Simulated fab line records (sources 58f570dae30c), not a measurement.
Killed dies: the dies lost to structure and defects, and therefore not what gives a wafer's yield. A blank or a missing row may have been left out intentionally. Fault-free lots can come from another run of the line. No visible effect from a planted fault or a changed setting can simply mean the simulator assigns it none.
What tool caused it? / flow berkeley_cmos170 / 14 lots with 42 wafers sampled at 2 steps, on a route of 331 steps

WHAT EACH GAUGE READ, for each wafer
UCB170_PFIELD_OVL_MEAS_06.
lot=L640; measured=day 6 11:47; on=overlay-01; PFIELD_OVL (nm)=4 -8 -1
lot=L641; measured=day 6 18:41; on=overlay-01; PFIELD_OVL (nm)=10 6 8
lot=L646; measured=day 7 16:12; on=overlay-01; PFIELD_OVL (nm)=-12 -4 -4
lot=L647; measured=day 7 16:26; on=overlay-02; PFIELD_OVL (nm)=4 3 6
lot=L648; measured=day 8 05:19; on=overlay-02; PFIELD_OVL (nm)=11 11 18
lot=L649; measured=day 8 05:55; on=overlay-01; PFIELD_OVL (nm)=0 -2 2
lot=L651; measured=day 8 09:05; on=overlay-01; PFIELD_OVL (nm)=4 11 4
lot=L650; measured=day 8 09:10; on=overlay-02; PFIELD_OVL (nm)=-8 6 -9
lot=L653; measured=day 9 00:49; on=overlay-01; PFIELD_OVL (nm)=-1 1 0
lot=L652; measured=day 9 01:06; on=overlay-02; PFIELD_OVL (nm)=0 3 1
lot=L654; measured=day 9 12:28; on=overlay-01; PFIELD_OVL (nm)=5 12 5
lot=L655; measured=day 9 12:42; on=overlay-02; PFIELD_OVL (nm)=-5 -8 -3
lot=L657; measured=day 9 21:18; on=overlay-02; PFIELD_OVL (nm)=6 9 12
lot=L656; measured=day 9 21:32; on=overlay-01; PFIELD_OVL (nm)=-7 -4 -5

UCB170_FIELD_THK_MEAS_02.
lot=L640; measured=day 6 19:29; on=film_metro-03; FIELD_OXIDE_THK (nm)=569 566 559
lot=L641; measured=day 7 01:23; on=film_metro-03; FIELD_OXIDE_THK (nm)=577 566 572
lot=L646; measured=day 7 23:12; on=film_metro-01; FIELD_OXIDE_THK (nm)=550 550 538
lot=L647; measured=day 7 23:11; on=film_metro-03; FIELD_OXIDE_THK (nm)=559 552 557
lot=L648; measured=day 8 12:23; on=film_metro-03; FIELD_OXIDE_THK (nm)=550 556 552
lot=L649; measured=day 8 12:21; on=film_metro-04; FIELD_OXIDE_THK (nm)=573 579 572
lot=L651; measured=day 8 17:33; on=film_metro-01; FIELD_OXIDE_THK (nm)=550 547 549
lot=L650; measured=day 8 17:32; on=film_metro-03; FIELD_OXIDE_THK (nm)=540 550 542
lot=L653; measured=day 9 10:09; on=film_metro-01; FIELD_OXIDE_THK (nm)=549 553 550
lot=L652; measured=day 9 10:10; on=film_metro-03; FIELD_OXIDE_THK (nm)=553 553 555
lot=L654; measured=day 9 18:51; on=film_metro-04; FIELD_OXIDE_THK (nm)=549 545 557
lot=L655; measured=day 9 18:51; on=film_metro-01; FIELD_OXIDE_THK (nm)=542 544 541
lot=L657; measured=day 10 05:46; on=film_metro-01; FIELD_OXIDE_THK (nm)=549 538 553
lot=L656; measured=day 10 05:46; on=film_metro-04; FIELD_OXIDE_THK (nm)=550 568 550

WHICH TOOL RAN EACH LOT (tool, then ch and the chambers of the sampled wafers, then the start)
There is no process step in the record ahead of these readings.

AS READ BY THE TOOLS THEMSELVES (means over the sampled wafers that have a number; for cases with no such wafer, the mark the record gives instead)
The record holds no such reading with a usual standard deviation.

THE ANSWER, worked out from the rows above alone
Rule: usual is defined by the lots themselves. Put in order of their means at a reading, lots are off if they are a third of the lots or fewer, leave a main group of 4 or more, and stand apart from it by a gap of 3 or more times the standard deviation of the main group's means; of several such gaps the widest counts. A main group is skipped when, at the precision printed for the reading in the tables above, its means are all equal. A lot without any number at a reading at which 4 lots or more have one is off too. All remaining lots with rows at the step are treated as sound. First the gauges in route order, then the tools' own readings, where a lot's mean is used as printed above. The first step at which some lot is off is used, and at that step the reading that is off furthest; a lot without a number counts as furthest.
No lot is off at any reading shown: from this, nothing can be told.

WHAT THE SIMULATOR HAD PUT IN
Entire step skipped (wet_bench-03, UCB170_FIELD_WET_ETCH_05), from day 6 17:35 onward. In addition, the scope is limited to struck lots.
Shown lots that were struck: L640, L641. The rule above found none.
